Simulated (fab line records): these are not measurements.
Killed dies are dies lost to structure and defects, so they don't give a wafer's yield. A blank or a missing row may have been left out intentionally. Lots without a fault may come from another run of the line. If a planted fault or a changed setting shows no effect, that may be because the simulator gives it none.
fab line records	flow berkeley_cmos170
record lots=5	wafers=15	last_day=13
route steps=331 shown SDANNEAL@205 PSD@206 NSD@207 PLDD@208 NLDD@209 SILICIDE@210 CONTACT@216
lots untouched by any fault: they come from a run of this same line in which no faults occurred
start_h: start of the lot's first displayed wafer, in hours after the record's first day	wait_h: hours since the lot's step before	" the same as in the row above	L1.1+2: one row covering several wafers at once	- no value, or no start was given	* or withheld: withheld	< > ~ a bound
route shown NAME@n: names a module that has steps shown in the file, with the first one's number in the route	usual: the fault-free wafers' mean and standard deviation	same: alike in all rows	chamber/n: place in a boat	sites: readings site by site	_std_site: standard deviation across them	_edge_site: outer sites' mean less inner sites'	radius_mm: for every site, how far away it sits from the centre of the wafer	mask NAME#n: copy n	behind: the last tool/chamber to shape the wafer	hold: why the lot was held/for how many hours/how that ended	device: which transistor (n, p or np) failed to switch	end of line: tests of these same wafers at the route's end	a step given without rows: its recipe and nothing more	killed: count of dies lost to structure and defects at first sort (not the wafer's yield)	map: per-die view of a wafer (x killed, . not killed, _ where there is no die)
set.NAME: the run value of the setting; set.NAME@STEP: its run value at that earlier step	model.NAME: the simulator's own value behind a step, which no gauge read
certain route steps with their lots: each step a table, each wafer a row
services: the hour from which a tool's chamber was out of use, counted from the record's first day as start_h (under 0 if before that day), plus the number of hours and why
## steps
# step UCB170_SDANNEAL_RTA_01
# recipe temp_c=1050	time_s=5	ambient=N2
# usual lamp_power_pct=42.50/0.084	wafer_temp_C_max=1056.4/1.5
lot.wafer	tool	chamber	start_h	wait_h	lamp_power_pct	wafer_temp_C_max
L085.1	rtp_anneal-01	0	213.53	0.1	42.39	1054.3
L085.4	"	0	"	"	42.38	1054.7
L085.6	"	0	"	"	42.39	1056.4
L087.2	rtp_anneal-02	0	231.31	0.1	42.61	1056.4
L087.4	"	0	"	"	42.55	1057.7
L087.5	"	0	"	"	42.58	1059.2
L088.2	rtp_anneal-02	0	243.95	0.1	42.56	1058.4
L088.4	"	0	"	"	42.64	1057.0
L088.5	"	0	"	"	42.57	1054.9
L092.3	rtp_anneal-02	0	260.11	0.1	42.58	1058.0
L092.4	"	0	"	"	42.51	1055.5
L092.5	"	0	"	"	42.59	1058.6
L094.4	rtp_anneal-02	0	279.84	0.1	42.56	1055.8
L094.5	"	0	"	"	42.58	1055.4
L094.6	"	0	"	"	42.63	1056.4
# step UCB170_SDANNEAL_RS_MEAS_02
# recipe thk_meas_gauge=four-point-probe
# usual PSD_RS=75.52/0.29
lot.wafer	tool	chamber	start_h	wait_h	PSD_RS[ohm/sq]
L085.1	film_metro-03	-	213.59	0.0	75.81
L085.4	"	-	"	"	75.91
L085.6	"	-	"	"	75.58
L087.2	film_metro-01	-	231.38	0.1	75.60
L087.4	"	-	"	"	75.44
L087.5	"	-	"	"	75.50
L088.2	film_metro-01	-	244.02	0.1	75.44
L088.4	"	-	"	"	74.82
L088.5	"	-	"	"	75.55
L092.3	film_metro-02	-	260.19	0.1	75.38
L092.4	"	-	"	"	75.60
L092.5	"	-	"	"	75.71
L094.4	film_metro-03	-	279.93	0.1	75.71
L094.5	"	-	"	"	75.72
L094.6	"	-	"	"	75.41
# step UCB170_SDANNEAL_RS_MEAS_03
# recipe thk_meas_gauge=four-point-probe
# usual NSD_RS=37.27/0.089
lot.wafer	tool	chamber	start_h	wait_h	NSD_RS[ohm/sq]
L085.1	film_metro-03	-	213.71	0.1	37.28
L085.4	"	-	"	"	37.26
L085.6	"	-	"	"	37.34
L087.2	film_metro-01	-	231.50	0.1	37.27
L087.4	"	-	"	"	37.22
L087.5	"	-	"	"	37.20
L088.2	film_metro-01	-	244.14	0.1	37.50
L088.4	"	-	"	"	37.32
L088.5	"	-	"	"	37.34
L092.3	film_metro-02	-	260.31	0.1	37.23
L092.4	"	-	"	"	37.15
L092.5	"	-	"	"	37.26
L094.4	film_metro-03	-	280.05	0.1	37.31
L094.5	"	-	"	"	37.46
L094.6	"	-	"	"	37.31
# step UCB170_SDANNEAL_RS_MEAS_04
# recipe thk_meas_gauge=four-point-probe
# usual PLDD_RS=1031.8/2.9
lot.wafer	tool	chamber	start_h	wait_h	PLDD_RS[ohm/sq]
L085.1	film_metro-03	-	213.83	0.1	1033.7
L085.4	"	-	"	"	1031.4
L085.6	"	-	"	"	1032.2
L087.2	film_metro-01	-	231.62	0.1	1034.4
L087.4	"	-	"	"	1036.2
L087.5	"	-	"	"	1034.4
L088.2	film_metro-01	-	244.26	0.1	1031.3
L088.4	"	-	"	"	1030.4
L088.5	"	-	"	"	1029.3
L092.3	film_metro-02	-	260.43	0.1	1033.0
L092.4	"	-	"	"	1032.7
L092.5	"	-	"	"	1035.8
L094.4	film_metro-03	-	280.17	0.1	1032.0
L094.5	"	-	"	"	1029.4
L094.6	"	-	"	"	1035.2
# step UCB170_SDANNEAL_RS_MEAS_05
# recipe thk_meas_gauge=four-point-probe
# usual NLDD_RS=617.0/1.7
lot.wafer	tool	chamber	start_h	wait_h	NLDD_RS[ohm/sq]
L085.1	film_metro-03	-	213.95	0.1	617.5
L085.4	"	-	"	"	617.4
L085.6	"	-	"	"	614.2
L087.2	film_metro-01	-	231.74	0.1	618.0
L087.4	"	-	"	"	617.1
L087.5	"	-	"	"	619.6
L088.2	film_metro-01	-	244.38	0.1	616.0
L088.4	"	-	"	"	618.0
L088.5	"	-	"	"	619.2
L092.3	film_metro-02	-	260.55	0.1	617.1
L092.4	"	-	"	"	616.0
L092.5	"	-	"	"	617.3
L094.4	film_metro-03	-	280.29	0.1	616.3
L094.5	"	-	"	"	614.9
L094.6	"	-	"	"	617.9
# step UCB170_SILICIDE_PRE_CLEAN_00
# recipe gas=Ar	preclean_etch_time_s=60
lot.wafer	tool	chamber	start_h	wait_h
L085.1+4+6	pvd_sputter-02	-	214.07	0.1
L087.2+4+5	pvd_sputter-03	-	231.84	0.1
L088.2+4+5	pvd_sputter-02	-	244.48	0.1
L092.3+4+5	pvd_sputter-03	-	260.63	0.1
L094.4+5+6	pvd_sputter-03	-	280.35	0.0
# step UCB170_SILICIDE_SPUTTER_01
# recipe material=Ti	target_thk_nm=30	time_s=25	power_w=1500	chamber_pressure_pa=0.5
# usual throttle_valve_pct=29.3/1.3
lot.wafer	tool	chamber	start_h	wait_h	throttle_valve_pct
L085.1	pvd_sputter-02	-	214.13	0.0	31.6
L085.4	"	-	"	"	30.8
L085.6	"	-	"	"	30.5
L087.2	pvd_sputter-03	-	231.91	0.0	29.6
L087.4	"	-	"	"	28.9
L087.5	"	-	"	"	29.0
L088.2	pvd_sputter-02	-	244.55	0.0	30.5
L088.4	"	-	"	"	30.1
L088.5	"	-	"	"	30.2
L092.3	pvd_sputter-03	-	260.70	0.0	28.8
L092.4	"	-	"	"	28.7
L092.5	"	-	"	"	29.8
L094.4	pvd_sputter-03	-	280.42	0.0	29.3
L094.5	"	-	"	"	29.0
L094.6	"	-	"	"	29.7
# step UCB170_SILICIDE_RS_MEAS_02
# recipe thk_meas_gauge=four-point-probe	reads=Ti_of_SILICIDE_SPUTTER_01
# usual SILICIDE_TI_RS=26.2/0.34
lot.wafer	tool	chamber	start_h	wait_h	SILICIDE_TI_RS[ohm/sq]
L085.1	film_metro-04	-	214.16	0.0	26.5
L085.4	"	-	"	"	25.9
L085.6	"	-	"	"	25.9
L087.2	film_metro-03	-	231.96	0.0	26.6
L087.4	"	-	"	"	26.3
L087.5	"	-	"	"	27.0
L088.2	film_metro-04	-	244.60	0.0	25.8
L088.4	"	-	"	"	25.5
L088.5	"	-	"	"	25.7
L092.3	film_metro-02	-	260.77	0.1	26.4
L092.4	"	-	"	"	25.8
L092.5	"	-	"	"	26.0
L094.4	film_metro-02	-	280.51	0.1	26.2
L094.5	"	-	"	"	26.2
L094.6	"	-	"	"	26.3
# step UCB170_SILICIDE_THK_MEAS_03
# recipe thk_meas_gauge=xrf	reads=Ti_of_SILICIDE_SPUTTER_01
# usual SILICIDE_TI_THK=30.8/0.31
lot.wafer	tool	chamber	start_h	wait_h	SILICIDE_TI_THK[nm]
L085.1	film_metro-04	-	214.28	0.1	30.8
L085.4	"	-	"	"	31.1
L085.6	"	-	"	"	31.0
L087.2	film_metro-03	-	232.07	0.1	30.5
L087.4	"	-	"	"	30.8
L087.5	"	-	"	"	30.1
L088.2	film_metro-04	-	244.71	0.1	31.1
L088.4	"	-	"	"	31.5
L088.5	"	-	"	"	31.3
L092.3	film_metro-02	-	260.87	0.1	30.5
L092.4	"	-	"	"	30.8
L092.5	"	-	"	"	30.7
L094.4	film_metro-02	-	280.60	0.1	30.6
L094.5	"	-	"	"	30.6
L094.6	"	-	"	"	30.6
# step UCB170_SILICIDE_RTA_04
# recipe temp_c=650	time_s=15	ambient=N2
# usual lamp_power_pct=11.801/0.022	wafer_temp_C_max=653.9/0.87
lot.wafer	tool	chamber	start_h	wait_h	lamp_power_pct	wafer_temp_C_max
L085.1	rtp_anneal-02	0	214.34	0.1	11.814	653.0
L085.4	"	0	"	"	11.816	653.8
L085.6	"	0	"	"	11.819	654.3
L087.2	rtp_anneal-02	0	232.13	0.1	11.825	654.0
L087.4	"	0	"	"	11.832	654.7
L087.5	"	0	"	"	11.827	656.0
L088.2	rtp_anneal-01	0	244.77	0.1	11.778	653.6
L088.4	"	0	"	"	11.775	654.4
L088.5	"	0	"	"	11.756	653.8
L092.3	rtp_anneal-02	0	260.93	0.1	11.816	654.2
L092.4	"	0	"	"	11.815	654.3
L092.5	"	0	"	"	11.825	655.1
L094.4	rtp_anneal-01	0	280.67	0.1	11.785	653.4
L094.5	"	0	"	"	11.795	654.1
L094.6	"	0	"	"	11.789	653.3
# step UCB170_SILICIDE_WET_ETCH_05
# recipe chemistry=SPM	time_s=45	temp_c=120	target=Ti
lot.wafer	tool	chamber	start_h	wait_h
L085.1+4+6	wet_bench-02	0	214.42	0.1
L087.2+4+5	wet_bench-01	0	232.50	0.4
L088.2+4+5	wet_bench-01	2	244.83	0.1
L092.3+4+5	wet_bench-01	1	260.98	0.0
L094.4+5+6	wet_bench-04	1	280.71	0.0
# step UCB170_CONTACT_CLEAN_00
# recipe chemistry=SPM	temp_c=120	time_s=600
lot.wafer	tool	chamber	start_h	wait_h
L085.1+4+6	wet_bench-01	2	214.44	0.0
L087.2+4+5	wet_bench-01	2	232.71	0.2
L088.2+4+5	wet_bench-04	1	244.85	0.0
L092.3+4+5	wet_bench-02	0	261.00	0.0
L094.4+5+6	wet_bench-04	1	280.75	0.0
# step UCB170_CONTACT_CVD_01
# recipe material=PSG	target_thk_nm=700	temp_c=450	precursor=SiH4/O2/PH3	time_s=2820	pressure_mtorr=300	sih4_flow_sccm=60	o2_flow_sccm=90	ph3_flow_sccm=25
# usual spike_tc_load_C=467.0/2.1	zone_power_load_pct=6.96/0.25
lot.wafer	tool	chamber	start_h	wait_h	spike_tc_load_C	zone_power_load_pct
L085.1	lpcvd-01	1	214.62	0.0	466.4	7.08
L085.4	"	1	"	"	465.7	7.03
L085.6	"	1	"	"	465.4	6.98
L087.2	lpcvd-01	1	232.90	0.0	465.1	7.28
L087.4	"	1	"	"	464.7	7.09
L087.5	"	1	"	"	463.5	7.12
L088.2	lpcvd-02	1	245.03	0.0	468.8	6.86
L088.4	"	1	"	"	466.8	6.90
L088.5	"	1	"	"	471.1	6.82
L092.3	lpcvd-02	1	262.00	0.8	468.6	6.89
L092.4	"	1	"	"	469.1	6.98
L092.5	"	1	"	"	470.6	6.92
L094.4	lpcvd-02	0	281.14	0.0	469.3	7.06
L094.5	"	0	"	"	467.4	7.11
L094.6	"	0	"	"	469.1	7.17
# step UCB170_CONTACT_THK_MEAS_02
# recipe reads=PSG_of_CONTACT_CVD_01
# usual CONTACT_PSG_THK=701/7.1
lot.wafer	tool	chamber	start_h	wait_h	CONTACT_PSG_THK[nm]
L085.1	film_metro-04	-	216.40	0.0	714
L085.4	"	-	"	"	709
L085.6	"	-	"	"	702
L087.2	film_metro-04	-	235.59	0.0	712
L087.4	"	-	"	"	710
L087.5	"	-	"	"	715
L088.2	film_metro-02	-	247.71	0.0	701
L088.4	"	-	"	"	699
L088.5	"	-	"	"	703
L092.3	film_metro-01	-	263.81	0.0	710
L092.4	"	-	"	"	713
L092.5	"	-	"	"	716
L094.4	film_metro-01	-	282.95	0.0	709
L094.5	"	-	"	"	707
L094.6	"	-	"	"	710
# step UCB170_CONTACT_HMDS_03
# recipe prime_time_s=60	prime_temp_c=100
lot.wafer	tool	chamber	start_h	wait_h
L085.1+4+6	litho_track-04	0	216.46	0.1
L087.2+4+5	litho_track-03	0	235.66	0.1
L088.2+4+5	litho_track-01	0	247.79	0.1
L092.3+4+5	litho_track-03	0	263.90	0.1
L094.4+5+6	litho_track-03	0	283.22	0.3
# step UCB170_CONTACT_COAT_04
# recipe resist=KrF	spin_rpm=1500	resist_thk_nm=900
lot.wafer	tool	chamber	start_h	wait_h
L085.1+4+6	litho_track-04	0	216.61	0.1
L087.2+4+5	litho_track-03	0	235.81	0.1
L088.2+4+5	litho_track-01	0	247.94	0.1
L092.3+4+5	litho_track-03	0	264.05	0.1
L094.4+5+6	litho_track-03	0	283.37	0.1
# step UCB170_CONTACT_SOFTBAKE_05
# recipe resist=KrF	temp_c=130	time_s=60
lot.wafer	tool	chamber	start_h	wait_h
L085.1+4+6	litho_track-04	0	216.76	0.1
L087.2+4+5	litho_track-03	0	235.96	0.1
L088.2+4+5	litho_track-01	0	248.09	0.1
L092.3+4+5	litho_track-03	0	264.20	0.1
L094.4+5+6	litho_track-03	0	283.52	0.1
# step UCB170_CONTACT_STRIP_06
# recipe chemistry=O2	power_w=400	pressure_mtorr=3500	platen_temp_c=withheld	o2_flow_sccm=400	overash_fraction=0.5
# usual drypump_motor_current_A=6.0/0.48	oes_product_au=0.734/0.0044	strip_time_to_endpoint_s=21.96/0.059
lot.wafer	tool	chamber	start_h	wait_h	drypump_motor_current_A	oes_product_au	rf_hours_counter_h	strip_time_to_endpoint_s
L085.1	plasma_asher-03	1	216.91	0.1	6.2	0.732	11	21.98
L085.4	"	1	"	"	6.2	0.736	-	22.03
L085.6	"	1	"	"	6.2	0.731	-	21.97
L087.2	plasma_asher-02	0	236.09	0.1	6.7	0.737	52	22.14
L087.4	"	1	"	"	6.0	0.733	-	22.09
L087.5	"	1	"	"	6.1	0.729	-	22.12
L088.2	plasma_asher-03	0	248.21	0.1	5.9	0.735	14	21.93
L088.4	"	1	"	"	6.1	0.736	-	21.94
L088.5	"	0	"	"	5.9	0.737	-	21.89
L092.3	plasma_asher-01	0	264.33	0.1	5.7	0.736	-	22.00
L092.4	"	1	"	"	5.2	0.741	-	22.03
L092.5	"	1	"	"	5.2	0.726	-	22.00
L094.4	plasma_asher-01	1	283.63	0.1	5.2	0.733	-	22.01
L094.5	"	1	"	"	5.2	0.738	-	22.02
L094.6	"	0	"	"	5.7	0.732	-	22.02
# step UCB170_CONTACT_CLEAN_07
# recipe chemistry=SPM	temp_c=120	time_s=600
lot.wafer	tool	chamber	start_h	wait_h
L085.1+4+6	wet_bench-04	3	217.01	0.1
L087.2+4+5	wet_bench-04	1	236.19	0.1
L088.2+4+5	wet_bench-04	1	248.31	0.1
L092.3+4+5	wet_bench-02	0	264.40	0.0
L094.4+5+6	wet_bench-04	1	284.07	0.4
# step UCB170_CONTACT_RTA_08
# recipe temp_c=900	time_s=10	ambient=N2
# usual lamp_power_pct=27.53/0.05	wafer_temp_C_max=905.5/1.2
lot.wafer	tool	chamber	start_h	wait_h	lamp_power_pct	wafer_temp_C_max
L085.1	rtp_anneal-02	0	217.18	0.0	27.58	907.1
L085.4	"	0	"	"	27.55	909.1
L085.6	"	0	"	"	27.54	905.6
L087.2	rtp_anneal-02	0	236.39	0.0	27.56	906.9
L087.4	"	0	"	"	27.62	906.5
L087.5	"	0	"	"	27.55	906.2
L088.2	rtp_anneal-02	0	248.50	0.0	27.58	908.1
L088.4	"	0	"	"	27.57	907.9
L088.5	"	0	"	"	27.57	906.0
L092.3	rtp_anneal-02	0	264.59	0.0	27.63	905.8
L092.4	"	0	"	"	27.50	908.9
L092.5	"	0	"	"	27.55	905.8
L094.4	rtp_anneal-02	0	284.49	0.0	27.55	904.3
L094.5	"	0	"	"	27.59	905.2
L094.6	"	0	"	"	27.57	904.6
# step UCB170_CONTACT_COAT_09
# recipe resist=BARC	temp_c=withheld	time_s=withheld	spin_rpm=3000	resist_thk_nm=withheld
lot.wafer	tool	chamber	start_h	wait_h
L085.1+4+6	litho_track-04	0	217.25	0.1
L087.2+4+5	litho_track-01	0	236.47	0.1
L088.2+4+5	litho_track-04	0	248.58	0.1
L092.3+4+5	litho_track-01	0	264.70	0.1
L094.4+5+6	litho_track-03	0	284.60	0.1
# step UCB170_CONTACT_COAT_10
# recipe resist=KrF	spin_rpm=1500	resist_thk_nm=900
lot.wafer	tool	chamber	start_h	wait_h
L085.1+4+6	litho_track-04	0	-	-
L087.2+4+5	litho_track-01	0	-	-
L088.2+4+5	litho_track-04	0	-	-
L092.3+4+5	litho_track-01	0	-	-
L094.4+5+6	litho_track-03	0	-	-
# step UCB170_CONTACT_SOFTBAKE_11
# recipe resist=KrF	temp_c=130	time_s=60
lot.wafer	tool	chamber	start_h	wait_h
L085.1+4+6	litho_track-04	0	-	-
L087.2+4+5	litho_track-01	0	-	-
L088.2+4+5	litho_track-04	0	-	-
L092.3+4+5	litho_track-01	0	-	-
L094.4+5+6	litho_track-03	0	-	-
# step UCB170_CONTACT_EXPOSE_12
# recipe mask_id=CONT	target_cd_nm=700	na=0.5	sigma_outer=0.6	source_shape=conventional	dose_mj=35
# usual exposure_dose_mJ_cm2=35.03/0.13	focus_offset_nm=0.0/0.5
# same na=0.5
lot.wafer	tool	chamber	start_h	wait_h	mask	exposure_dose_mJ_cm2	focus_offset_nm
L085.1	krf_scanner-01	0	217.83	-	CONT#0	34.95	-0.4
L085.4	"	0	"	"	CONT#0	34.94	0.3
L085.6	"	0	"	"	CONT#0	34.97	0.0
L087.2	krf_scanner-02	0	236.91	-	CONT#0	35.26	0.6
L087.4	"	0	"	"	CONT#0	35.26	0.2
L087.5	"	0	"	"	CONT#0	35.27	-0.8
L088.2	krf_scanner-01	0	249.02	-	CONT#0	34.95	-0.5
L088.4	"	0	"	"	CONT#0	34.92	0.3
L088.5	"	0	"	"	CONT#0	34.89	1.1
L092.3	krf_scanner-01	0	265.27	-	CONT#0	34.99	-0.6
L092.4	"	0	"	"	CONT#0	34.93	-1.4
L092.5	"	0	"	"	CONT#0	34.97	-0.6
L094.4	krf_scanner-02	0	285.15	-	CONT#0	35.22	0.6
L094.5	"	0	"	"	CONT#0	35.23	0.9
L094.6	"	0	"	"	CONT#0	35.22	0.4
# step UCB170_CONTACT_PEB_13
# recipe peb_temp_c=130	peb_time_s=withheld	resist=KrF
lot.wafer	tool	chamber	start_h	wait_h
L085.1+4+6	litho_track-04	0	217.94	0.1
L087.2+4+5	litho_track-01	0	237.04	0.1
L088.2+4+5	litho_track-04	0	249.15	0.1
L092.3+4+5	litho_track-04	0	265.39	0.1
L094.4+5+6	litho_track-03	0	285.29	0.1
# step UCB170_CONTACT_DEVELOP_14
# recipe developer=TMAH	develop_time_s=45	resist=KrF	dev_temp_c=21
lot.wafer	tool	chamber	start_h	wait_h
L085.1+4+6	litho_track-04	0	-	-
L087.2+4+5	litho_track-01	0	-	-
L088.2+4+5	litho_track-04	0	-	-
L092.3+4+5	litho_track-04	0	-	-
L094.4+5+6	litho_track-03	0	-	-
# step UCB170_CONTACT_CD_MEAS_15
# recipe target_cd_nm=700
# usual cd_nm=699.7/1.6
lot.wafer	tool	chamber	start_h	wait_h	cd_nm
L085.1	cd_sem-02	-	218.22	-	699.5
L085.4	"	-	"	"	699.2
L085.6	"	-	"	"	697.9
L087.2	cd_sem-02	-	237.31	-	701.8
L087.4	"	-	"	"	701.1
L087.5	"	-	"	"	701.5
L088.2	cd_sem-02	-	249.42	-	698.5
L088.4	"	-	"	"	699.9
L088.5	"	-	"	"	699.6
L092.3	cd_sem-02	-	265.66	-	700.9
L092.4	"	-	"	"	700.9
L092.5	"	-	"	"	700.5
L094.4	cd_sem-01	-	285.55	-	697.9
L094.5	"	-	"	"	699.1
L094.6	"	-	"	"	699.9
## services
tool	chamber	start_h	hours	kind
krf_scanner-01	-	191.35	1.0	pm
krf_scanner-01	-	221.00	0.4	repair
krf_scanner-02	-	229.38	-	calibration
krf_scanner-02	0	236.64	-	calibration
pvd_sputter-03	-	238.28	3.5	repair
krf_scanner-01	-	241.12	0.9	repair
krf_scanner-02	-	244.04	0.8	pm
wet_bench-01	-	245.67	3.8	repair
krf_scanner-01	0	248.09	-	calibration
wet_bench-04	-	273.40	4.9	repair
krf_scanner-02	-	279.58	3.6	pm
wet_bench-02	-	280.03	4.4	pm
## key
fault none
